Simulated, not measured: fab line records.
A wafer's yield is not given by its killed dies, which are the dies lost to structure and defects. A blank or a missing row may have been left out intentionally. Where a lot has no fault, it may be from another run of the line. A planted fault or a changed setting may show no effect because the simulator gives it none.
Which tool did it? :: flow berkeleyCmos170 :: 6 lots with 18 wafers sampled at 4 steps, on a route of 331 steps

## WHAT THE GAUGES READ, wafer by wafer
UCB170_SILICIDE_RS_MEAS_02: measures by four-point-probe.
lot: L759
measured: day 8 13:38
on: filmMetro-04
SILICIDE_TI_RS (ohm/sq): 26.8 26.2 26.2

lot: L760
measured: day 8 17:10
on: filmMetro-04
SILICIDE_TI_RS (ohm/sq): 26.3 27.1 27.0

lot: L762
measured: day 9 17:59
on: filmMetro-02
SILICIDE_TI_RS (ohm/sq): 25.3 25.3 25.4

lot: L766
measured: day 10 02:50
on: filmMetro-04
SILICIDE_TI_RS (ohm/sq): 25.8 25.9 26.8

lot: L771
measured: day 11 06:40
on: filmMetro-04
SILICIDE_TI_RS (ohm/sq): 26.1 26.3 44.1

lot: L776
measured: day 11 19:08
on: filmMetro-02
SILICIDE_TI_RS (ohm/sq): 26.3 27.1 26.3

## TOOL THAT RAN EACH LOT (tool first, then ch and the chambers of the sampled wafers, then the start)
lot: L759
UCB170_PSD_STRIP_09: plasmaAsher-04 ch 0,1, day 8 09:38
UCB170_SDANNEAL_RTA_00: rtpAnneal-01 ch 0, day 8 12:56
UCB170_SILICIDE_SPUTTER_01: pvdSputter-03, day 8 13:37

lot: L760
UCB170_PSD_STRIP_09: plasmaAsher-02 ch 1, day 8 13:28
UCB170_SDANNEAL_RTA_00: rtpAnneal-02 ch 0, day 8 16:27
UCB170_SILICIDE_SPUTTER_01: pvdSputter-03, day 8 17:07

lot: L762
UCB170_PSD_STRIP_09: plasmaAsher-04 ch 0,1, day 9 07:29
UCB170_SDANNEAL_RTA_00: rtpAnneal-01 ch 0, day 9 17:17
UCB170_SILICIDE_SPUTTER_01: pvdSputter-03, day 9 17:58

lot: L766
UCB170_PSD_STRIP_09: plasmaAsher-04 ch 0,1, day 9 23:07
UCB170_SDANNEAL_RTA_00: rtpAnneal-01 ch 0, day 10 02:07
UCB170_SILICIDE_SPUTTER_01: pvdSputter-02, day 10 02:47

lot: L771
UCB170_PSD_STRIP_09: plasmaAsher-03 ch 0,1, day 11 02:28
UCB170_SDANNEAL_RTA_00: rtpAnneal-02 ch 0, day 11 05:58
UCB170_SILICIDE_SPUTTER_01: pvdSputter-03, day 11 06:38

lot: L776
UCB170_PSD_STRIP_09: plasmaAsher-04 ch 0,1, day 11 15:23
UCB170_SDANNEAL_RTA_00: rtpAnneal-02 ch 0, day 11 18:25
UCB170_SILICIDE_SPUTTER_01: pvdSputter-02, day 11 19:04
- UCB170_PSD_STRIP_09: strips in O2.
- UCB170_SDANNEAL_RTA_00: time 10 s.
- UCB170_SILICIDE_SPUTTER_01: material Ti, target thk 30 nm, time 25 s.

## THE ANSWER, worked out from the rows above alone
Rule: the usual values come from the lots themselves. Put in order of their means at a reading, lots are off if they are a third of the lots or fewer, leave a main group of 4 or more, and stand apart from it by a gap of 3 or more times the standard deviation of the main group's means; of several such gaps the widest counts. Not used: any main group whose means are identical at the precision the tables above print for the reading. A lot without any number at a reading at which 4 lots or more have one is off too. The other lots that the step has rows for count as sound.
Off: at UCB170_SILICIDE_RS_MEAS_02 (SILICIDE_TI_RS), L771. The main group: mean 26.3 ohm/sq, standard deviation 0.5.
If a tool, at a process step before that reading, ran all the lots that are off and no sound lot after the first of them, it fits. Those tools and the gauges at UCB170_SILICIDE_RS_MEAS_02 are tried in the same way. Can't be told from this: 3 tools fit, plasmaAsher-03 at UCB170_PSD_STRIP_09, pvdSputter-03 at UCB170_SILICIDE_SPUTTER_01, filmMetro-04 at UCB170_SILICIDE_RS_MEAS_02.

## WHAT THE SIMULATOR PUT IN
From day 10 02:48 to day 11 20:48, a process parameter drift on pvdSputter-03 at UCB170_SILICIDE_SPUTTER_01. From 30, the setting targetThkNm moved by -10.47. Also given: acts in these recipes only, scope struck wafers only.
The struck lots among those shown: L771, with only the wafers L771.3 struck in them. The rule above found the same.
